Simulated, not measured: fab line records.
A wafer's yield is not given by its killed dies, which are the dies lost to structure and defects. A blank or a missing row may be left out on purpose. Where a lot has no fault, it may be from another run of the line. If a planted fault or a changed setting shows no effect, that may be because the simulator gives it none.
Comparing a struck lot with a sound one	flow berkeley cmos170	24 steps out of a route of 331
Sound: these wafers, L323.1, L323.4, L323.6. Wafers L321.2, L321.4, L321.5 were the ones struck. Last of all comes the cause.
Per side, at each step with rows, come the tool, then ch with its chambers, and then its first start. Under that, the readings that differ: sound wafers	struck wafers	difference of the means	sigmas: that difference in standard deviations of wafers without a fault.
alike: readings whose means differ by less than 2 such deviations, and words and numbers that are the same on both sides. not compared: withheld readings, readings that some wafer has no value for, bounds like >300 that may hide the same value, and numbers for which the record gives no deviation and whose values overlap.
Wherever a step has rows on one side only, a row that says differs or no value, or a row with sigmas, the two part there. Numbers that have no deviation but don't overlap get no sigmas and don't part them. A reading missing from all wafers of one side parts the sides only when that side holds two or more wafers.

UCB170_NWELL_ETCH_13: etches Si3N4 in CH3F/Ar/O2, stops on SiO2, target depth 246.4 nm, time 154 s.
  sound on rie diel-04 ch 1,2,3, day 6 19:19; struck on rie diel-04 ch 0,2, day 6 04:54
  alike: drypump motor current A, oes product au, throttle valve pct
  not compared: rf hours counter h
following that, these wafers have no rows for 1 step: UCB170_NWELL_IMPLANT_14.
UCB170_NWELL_STRIP_15: strips in O2.
  sound on plasma asher-04 ch 1, day 6 19:34; struck on plasma asher-04 ch 1, day 6 05:09
  alike: drypump motor current A, oes product au, strip time to endpoint s
  not compared: rf hours counter h
UCB170_NWELL_TW_MEAS_16:
  sound: film metro-02 at day 6 19:40; struck: film metro-03 at day 6 05:16
  alike: NWELL_TW
then, 6 steps without rows for these wafers: UCB170_NWELL_CLEAN_17 (cleans in SPM, time 600 s); UCB170_NWELL_WET_ETCH_18 (etches Si3N4 in H3PO4, time 14400 s); UCB170_NWELL_WET_ETCH_19 (etches SiO2 in BOE, time 22 s); UCB170_PWELL_CLEAN_00 (cleans in SPM, time 600 s); UCB170_PWELL_CLEAN_01 (cleans in dHF, time 60 s); UCB170_PWELL_OXIDATION_02 (target thk 26.4 nm, ox time 1260 s).
UCB170_PWELL_THK_MEAS_03:
  sound: film metro-03 at day 7 07:31; struck: film metro-01 at day 6 15:16
  alike: PWELL_OXIDE_THK
then, 1 step without rows for these wafers: UCB170_PWELL_ANNEAL_04 (time 900 s).
UCB170_PWELL_CVD_05: deposits Si3N4 from SiH2Cl2/NH3, target thk 220 nm, time 3300 s.
  sound on lpcvd-02 ch 1, day 7 15:35; struck on lpcvd-01 ch 0, day 6 20:31
reading	sound	struck	difference	sigmas
model.Si3N4_of_PWELL_CVD_05.thk nm (nm)	221.4 224.3 222.4	209.2 209 211.7	-12.7	
UCB170_PWELL_THK_MEAS_06:
  sound: film metro-04 at day 7 17:31; struck: film metro-04 at day 6 22:26
reading	sound	struck	difference	sigmas
PWELL_NITRIDE_THK (nm)	221.3 224.4 222.4	209.1 209.0 211.8	-12.7	-5
then, 6 steps without rows for these wafers: UCB170_PWELL_HMDS_07 (prime time 60 s); UCB170_PWELL_COAT_08 (resist thk 900 nm); UCB170_PWELL_SOFTBAKE_09 (time 60 s); UCB170_PWELL_EXPOSE_10 (exposes mask PWELL, target cd 3000 nm); UCB170_PWELL_PEB_11; UCB170_PWELL_DEVELOP_12 (develop time 45 s).
UCB170_PWELL_OVL_MEAS_13:
  sound: overlay-01 at day 7 19:07; struck: overlay-01 at day 7 00:43
  alike: PWELL_OVL
UCB170_PWELL_ETCH_14: etches Si3N4 in CH3F/Ar/O2, stops on SiO2, target depth 242 nm, time 151 s.
  sound on rie diel-04 ch 0,1,2, day 7 19:09; struck on rie diel-01 ch 0,2, day 7 00:45
reading	sound	struck	difference	sigmas
oes product au (a.u.)	0.972 0.982 0.935	0.893 0.905 0.909	-0.061	-4
model.etch.depth nm (nm)	221.4 224.3 222.4	209.2 209 211.7	-12.7	
  alike: drypump motor current A, throttle valve pct
  not compared: rf hours counter h
following that, these wafers have no rows for 1 step: UCB170_PWELL_IMPLANT_15.
UCB170_M3_PROBE_99:
  the record holds rows for the sound wafers here (prober-01, day 13 08:13) but none for the struck ones

## WHERE THEY PART
Earliest at UCB170_PWELL_THK_MEAS_06; latest, in this record, at UCB170_M3_PROBE_99.

WHY: what had been put in by the simulator
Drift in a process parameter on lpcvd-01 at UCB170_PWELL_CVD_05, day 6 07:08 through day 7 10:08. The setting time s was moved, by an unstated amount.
